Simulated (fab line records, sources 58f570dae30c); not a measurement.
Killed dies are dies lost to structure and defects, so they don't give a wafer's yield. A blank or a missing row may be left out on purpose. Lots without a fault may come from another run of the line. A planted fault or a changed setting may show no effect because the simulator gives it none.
fab line records | flow berkeley_cmos170
record lots=7 wafers=21 last_day=13
route steps=331 shown CONTACT@223
lots that met no fault: from a run of the same line without faults
start_h: hours from the record's first day to the start of the lot's first wafer shown | wait_h: hours since the lot's step before | " the same as in the row above | L1.1+2: a row that stands for several wafers | - no value, or no start given | * or withheld: withheld | < > ~ a bound
route shown NAME@n: a module of which the file shows steps, and the number in the route of the first | usual: mean/standard deviation of fault-free wafers | same: alike in all rows | chamber/n: place in a boat | sites: the reading at each site | _std_site: their standard deviation | _edge_site: outer sites' mean less inner sites' | radius_mm: how far each site lies from the wafer's centre | mask NAME#n: copy n | behind: the tool/chamber that last shaped the wafer | hold: why the lot was held/for how many hours/how that ended | device: the transistor (n, p or np) that didn't switch | end of line: the same wafers' tests at the end of the route | a step without rows: its recipe alone | killed: dies lost to structure and defects at the first sort, not the wafer's yield | map: a wafer's dies, x killed, . not, _ none there
set.NAME: the setting as run; set.NAME@STEP: as run at that earlier step | model.NAME: the simulator's own value behind a step, which no gauge read
lots at some steps of the route; a table a step, a row a wafer
services: from which hour (start_h, from the record's first day; less than 0 if before it) a tool's chamber was out of use, for how many hours, and why
## steps
# step UCB170_CONTACT_CLEAN_07
# recipe chemistry=SPM temp_c=120 time_s=600
# step UCB170_CONTACT_RTA_08
# recipe temp_c=900 time_s=10 ambient=N2
# usual lamp_power_pct=28.62/0.28 wafer_temp_C_max=905.2/1.5
# columns lot.wafer tool chamber start_h wait_h lamp_power_pct wafer_temp_C_max
L671.1 rtp_anneal-01 0 185.08 0.0 28.35 908.3
L671.5 " 0 " " 28.35 907.4
L671.6 " 0 " " 28.32 905.0
L681.3 rtp_anneal-02 0 236.25 0.0 28.91 902.8
L681.4 " 0 " " 28.98 905.0
L681.5 " 0 " " 28.93 903.9
L679.1 rtp_anneal-01 0 236.70 0.0 28.36 907.8
L679.3 " 0 " " 28.41 906.1
L679.4 " 0 " " 28.33 904.2
L684.1 rtp_anneal-02 0 238.11 0.0 28.91 904.0
L684.3 " 0 " " 28.95 904.2
L684.6 " 0 " " 28.95 904.3
L685.2 rtp_anneal-01 0 250.21 0.0 28.34 906.3
L685.3 " 0 " " 28.32 906.7
L685.5 " 0 " " 28.36 907.4
L689.2 rtp_anneal-02 0 267.28 0.0 28.92 903.8
L689.5 " 0 " " 28.89 903.1
L689.6 " 0 " " 28.90 903.7
L693.3 rtp_anneal-01 0 290.05 0.0 28.38 905.8
L693.4 " 0 " " 28.36 906.5
L693.6 " 0 " " 28.36 906.1
# step UCB170_CONTACT_COAT_09
# recipe resist=BARC temp_c=withheld time_s=withheld spin_rpm=3000 resist_thk_nm=withheld
# step UCB170_CONTACT_COAT_10
# recipe resist=KrF spin_rpm=1500 resist_thk_nm=900
# step UCB170_CONTACT_SOFTBAKE_11
# recipe resist=KrF temp_c=130 time_s=60
# step UCB170_CONTACT_EXPOSE_12
# recipe mask_id=CONT target_cd_nm=700 na=0.5 sigma_outer=0.6 source_shape=conventional dose_mj=35
# step UCB170_CONTACT_PEB_13
# recipe peb_temp_c=130 peb_time_s=withheld resist=KrF
# step UCB170_CONTACT_DEVELOP_14
# recipe developer=TMAH develop_time_s=45 resist=KrF dev_temp_c=21
# step UCB170_CONTACT_CD_MEAS_15
# recipe target_cd_nm=700
# usual cd_nm=700.4/1.5
# columns lot.wafer tool chamber start_h wait_h cd_nm
L671.1 cd_sem-02 - 186.31 - 699.9
L671.5 " - " " 700.2
L671.6 " - " " 699.3
L681.3 cd_sem-02 - 237.48 - 699.3
L681.4 " - " " 699.7
L681.5 " - " " 699.9
L679.1 cd_sem-01 - 237.71 - 700.1
L679.3 " - " " 700.9
L679.4 " - " " 700.9
L684.1 cd_sem-02 - 239.02 - 700.8
L684.3 " - " " 700.7
L684.6 " - " " 701.1
L685.2 cd_sem-02 - 251.86 - 701.3
L685.3 " - " " 701.0
L685.5 " - " " 701.4
L689.2 cd_sem-01 - 268.36 - 702.1
L689.5 " - " " 703.0
L689.6 " - " " 703.8
L693.3 cd_sem-02 - 291.31 - 701.1
L693.4 " - " " 701.8
L693.6 " - " " 700.9
# step UCB170_CONTACT_OVL_MEAS_16
# usual CONTACT_OVL=-3/5.4
# columns lot.wafer tool chamber start_h wait_h CONTACT_OVL[nm]
L671.1 overlay-01 - 186.43 0.1 -12
L671.5 " - " " -11
L671.6 " - " " -1
L681.3 overlay-01 - 237.57 0.1 -1
L681.4 " - " " 1
L681.5 " - " " -2
L679.1 overlay-01 - 237.83 0.1 2
L679.3 " - " " -11
L679.4 " - " " -4
L684.1 overlay-02 - 239.14 0.1 -2
L684.3 " - " " -2
L684.6 " - " " 2
L685.2 overlay-02 - 251.97 0.1 -3
L685.3 " - " " 1
L685.5 " - " " 5
L689.2 overlay-02 - 268.47 0.1 -9
L689.5 " - " " -1
L689.6 " - " " -15
L693.3 overlay-02 - 291.41 0.1 -2
L693.4 " - " " -3
L693.6 " - " " -3
# step UCB170_CONTACT_ETCH_17
# recipe chemistry=N2/H2 target_depth_a=withheld overetch_a=withheld target=BARC time_s=withheld source_w=500 bias_w=100 pressure_mtorr=30 n2_flow_sccm=100 h2_flow_sccm=200
# usual chamber_pressure_mTorr=29.999/0.029 drypump_motor_current_A=5.5/0.44 oes_product_au=0.990/0.021 throttle_valve_pct=13.38/0.11
# columns lot.wafer tool chamber start_h wait_h chamber_pressure_mTorr drypump_motor_current_A oes_product_au throttle_valve_pct
L671.1 rie_diel-01 3 186.46 0.0 29.963 4.9 0.973 13.40
L671.5 " 2 " " 30.028 5.9 0.978 13.53
L671.6 " 1 " " 29.968 5.1 0.984 13.33
L681.3 rie_diel-01 1 237.59 0.0 30.040 5.1 0.972 13.31
L681.4 " 1 " " 29.995 5.1 0.968 13.33
L681.5 " 3 " " 30.003 4.9 0.980 13.41
L679.1 rie_diel-03 0 237.87 0.0 29.980 5.4 0.990 13.30
L679.3 " 2 " " 29.990 5.3 0.991 13.26
L679.4 " 1 " " 29.998 5.9 1.016 13.48
L684.1 rie_diel-03 2 239.17 0.0 29.997 5.3 1.010 13.26
L684.3 " 1 " " 29.975 5.9 1.030 13.46
L684.6 " 0 " " 29.972 5.4 1.009 13.30
L685.2 rie_diel-03 2 252.00 0.0 29.960 5.3 0.993 13.24
L685.3 " 0 " " 29.999 5.3 1.004 13.29
L685.5 " 3 " " 30.011 5.2 1.002 13.37
L689.2 rie_diel-01 3 268.50 0.0 29.968 4.9 0.981 13.41
L689.5 " 0 " " 30.026 6.1 1.007 13.43
L689.6 " 1 " " 29.957 5.1 0.969 13.31
L693.3 rie_diel-01 1 291.43 0.0 30.038 5.1 0.971 13.32
L693.4 " 2 " " 30.034 5.9 0.981 13.53
L693.6 " 0 " " 29.988 6.1 1.003 13.44
# step UCB170_CONTACT_ETCH_18
# recipe chemistry=CHF3/CF4/Ar target=PSG stop_on=TiSi2 CHF3_flow_sccm=45 cf4_flow_sccm=15 Ar_flow_sccm=150 pressure_mtorr=200 rf_w=700 target_depth_a=8400 over_etch_frac=0.2 time_s=195
# usual cf4_flow_sccm=14.99/0.048 chamber_pressure_mTorr=199.99/0.2 drypump_motor_current_A=5.5/0.43 oes_product_au=0.897/0.018 throttle_valve_pct=6.95/0.061
# columns lot.wafer tool chamber start_h wait_h cf4_flow_sccm chamber_pressure_mTorr drypump_motor_current_A oes_product_au rf_hours_counter_h throttle_valve_pct
L671.1 rie_diel-01 3 - - 14.96 200.15 4.9 0.871 19 6.95
L671.5 " 2 " " 14.95 199.90 5.9 0.919 - 6.96
L671.6 " 1 " " 15.05 200.14 5.1 0.895 - 6.93
L681.3 rie_diel-01 1 - - 14.99 199.94 5.1 0.877 8 6.93
L681.4 " 1 " " 15.01 199.93 5.1 0.881 - 6.94
L681.5 " 3 " " 15.00 200.19 4.9 0.876 - 6.98
L679.1 rie_diel-03 0 - - 15.06 200.40 5.3 0.920 17 6.86
L679.3 " 2 " " 15.00 199.60 5.3 0.897 22 6.95
L679.4 " 1 " " 14.97 200.03 5.9 0.892 34 7.07
L684.1 rie_diel-03 2 - - 14.95 199.90 5.3 0.887 23 6.93
L684.3 " 1 " " 15.00 200.14 5.9 0.883 34 7.07
L684.6 " 0 " " 14.99 199.75 5.4 0.900 - 6.87
L685.2 rie_diel-03 2 - - 15.03 200.17 5.3 0.878 23 6.94
L685.3 " 0 " " 14.99 200.03 5.4 0.895 18 6.86
L685.5 " 3 " " 15.07 200.03 5.2 0.889 - 6.97
L689.2 rie_diel-01 3 - - 15.03 200.17 4.9 0.875 23 6.94
L689.5 " 0 " " 15.01 200.12 6.1 0.913 - 6.97
L689.6 " 1 " " 15.04 200.13 5.1 0.891 - 6.93
L693.3 rie_diel-01 1 - - 14.97 199.68 5.0 0.895 11 6.94
L693.4 " 2 " " 14.96 200.22 5.9 0.925 32 6.94
L693.6 " 0 " " 14.95 200.30 6.1 0.911 - 6.99
# step UCB170_CONTACT_STRIP_19
# recipe chemistry=O2 power_w=400 pressure_mtorr=3500 platen_temp_c=withheld o2_flow_sccm=400 overash_fraction=0.5
# usual chamber_pressure_mTorr=3500/3.2 drypump_motor_current_A=5.9/0.34 oes_product_au=0.725/0.0046
# columns lot.wafer tool chamber start_h wait_h chamber_pressure_mTorr drypump_motor_current_A oes_product_au rf_hours_counter_h model.KrF_of_CONTACT_COAT_10.thk_nm
L671.1 plasma_asher-03 0 186.63 - 3501 5.7 0.724 9 0
L671.5 " 0 " " 3501 5.7 0.726 - 0
L671.6 " 1 " " 3502 5.9 0.717 - 0
L681.3 plasma_asher-02 1 237.79 - - - - - 699.6
L681.4 " 0 " " - - - - 696.6
L681.5 " 0 " " - - - - 685.4
L679.1 plasma_asher-04 0 238.03 - 3499 5.7 0.724 45 0
L679.3 " 1 " " 3500 6.3 0.732 - 0
L679.4 " 0 " " 3501 5.6 0.730 - 0
L684.1 plasma_asher-04 0 239.34 - - - - - 695.5
L684.3 " 0 " " - - - - 694.3
L684.6 " 1 " " - - - - 701
L685.2 plasma_asher-04 0 252.16 - - - - - 694.5
L685.3 " 0 " " - - - - 701.1
L685.5 " 0 " " - - - - 695.6
L689.2 plasma_asher-04 0 268.66 - 3500 5.7 0.726 49 0
L689.5 " 0 " " 3497 5.7 0.726 - 0
L689.6 " 1 " " 3502 6.3 0.733 - 0
L693.3 plasma_asher-04 1 291.63 - 3499 6.3 0.722 - 0
L693.4 " 0 " " 3509 5.7 0.725 - 0
L693.6 " 1 " " 3508 6.3 0.731 - 0
# step UCB170_CONTACT_CD_MEAS_90
# recipe target_cd_nm=700
# usual cd_nm=700.2/2
# columns lot.wafer tool chamber start_h wait_h cd_nm
L671.1 cd_sem-02 - 186.73 0.1 701.4
L671.5 " - " " 697.2
L671.6 " - " " 698.2
L681.3 cd_sem-01 - 237.90 0.1 699.0
L681.4 " - " " 700.2
L681.5 " - " " 700.4
L679.1 cd_sem-02 - 238.13 0.1 700.7
L679.3 " - " " 701.0
L679.4 " - " " 700.3
L684.1 cd_sem-02 - 239.44 0.1 700.6
L684.3 " - " " 700.7
L684.6 " - " " 701.3
L685.2 cd_sem-01 - 252.28 0.1 700.8
L685.3 " - " " 700.9
L685.5 " - " " 701.6
L689.2 cd_sem-02 - 268.78 0.1 702.5
L689.5 " - " " 702.6
L689.6 " - " " 703.1
L693.3 cd_sem-01 - 291.74 0.1 701.5
L693.4 " - " " 701.0
L693.6 " - " " 700.8
## services
# columns tool chamber start_h hours kind
rtp_anneal-01 - 170.55 2.3 repair
plasma_asher-04 - 173.93 14.6 pm
plasma_asher-02 - 200.79 28.1 pm
rie_diel-01 2 203.35 4.7 repair
plasma_asher-03 - 205.18 6.7 repair
rie_diel-01 - 208.82 0.2 repair
plasma_asher-03 - 212.66 1.7 repair
rie_diel-03 3 216.16 1.2 repair
rie_diel-01 0 216.37 6.0 repair
plasma_asher-03 - 216.60 3.8 repair
rie_diel-01 0 222.38 - clean
rie_diel-01 0 222.38 30.2 scheduled_down
rie_diel-01 0 222.38 30.2 vent_cycle
## key
first_sign step=UCB170_CONTACT_STRIP_19 reading=tool_record direction=missing
effect none on later readings
model_effect step=UCB170_CONTACT_STRIP_19 value=KrF_of_CONTACT_COAT_10.thk_nm without=0 struck=696
met_at UCB170_CONTACT_STRIP_19
struck_wafers L681.3,L681.4,L681.5,L684.1,L684.3,L684.6,L685.2,L685.3,L685.5
later_rows_left_out L681.3,L681.4,L681.5,L684.1,L684.3,L684.6,L685.2,L685.3,L685.5
sort_left_out L681.3,L681.4,L681.5,L684.1,L684.3,L684.6,L685.2,L685.3,L685.5
tester_left_out L681,L684,L685
fault kind=skipped_step_whole tool=plasma_asher-02,plasma_asher-04 chamber=- onset_h=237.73 steps=UCB170_CONTACT_STRIP_19 scope=struck_lots_only
# tester_left_out: of these lots the tester's yield and bins aren't shown, on N5 and GAA mostly nor the transistor test; their killed dies are dies lost to structure and defects alone, not to doping, threshold or leakage, so they don't give the yield
# sort_left_out: the simulated sort isn't trusted on such a fault, so these wafers' sort isn't shown, and their yield isn't known
# later_rows_left_out: the simulator's readings of these wafers behind a module that went badly wrong aren't trusted and aren't shown, but for the sort
